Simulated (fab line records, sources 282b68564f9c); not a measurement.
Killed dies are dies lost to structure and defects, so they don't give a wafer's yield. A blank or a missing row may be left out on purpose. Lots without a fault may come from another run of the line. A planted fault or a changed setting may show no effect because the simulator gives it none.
Which tool did it? | flow rit_cmos | 6 lots, 18 wafers sampled, at 1 step of a route of 202

WHAT THE GAUGES READ, wafer by wafer
RIT_NSD_OVL_MEAS_06.
lot  | measured    | on         | NSD_OVL (nm)
L415 | day 3 08:02 | overlay-01 | 0.9 2.0 0.4
L417 | day 3 18:04 | overlay-02 | -0.1 0.7 -0.2
L419 | day 4 05:16 | overlay-01 | 0.0 0.3 -0.3
L429 | day 6 13:40 | overlay-01 | 0.5 -1.5 -1.7
L432 | day 6 21:44 | overlay-01 | 2.6 1.6 1.9
L435 | day 7 09:52 | overlay-02 | -3.0 -1.8 -0.5

WHICH TOOL RAN EACH LOT (tool, then ch and the chambers of the sampled wafers, then the start)
The record holds no process step before these readings.

THE ANSWER, worked out from the rows above alone
Rule: what is usual is taken from the lots themselves. Put in order of their means at a reading, lots are off if they are a third of the lots or fewer, leave a main group of 4 or more, and stand apart from it by a gap of 3 or more times the standard deviation of the main group's means; of several such gaps the widest counts. A main group whose means are all the same, to the digits that the tables above print for the reading, isn't used. A lot without any number at a reading at which 4 lots or more have one is off too. The other lots that the step has rows for count as sound.
No lot is off at any reading shown: from this, nothing can be told.

WHAT THE SIMULATOR HAD PUT IN
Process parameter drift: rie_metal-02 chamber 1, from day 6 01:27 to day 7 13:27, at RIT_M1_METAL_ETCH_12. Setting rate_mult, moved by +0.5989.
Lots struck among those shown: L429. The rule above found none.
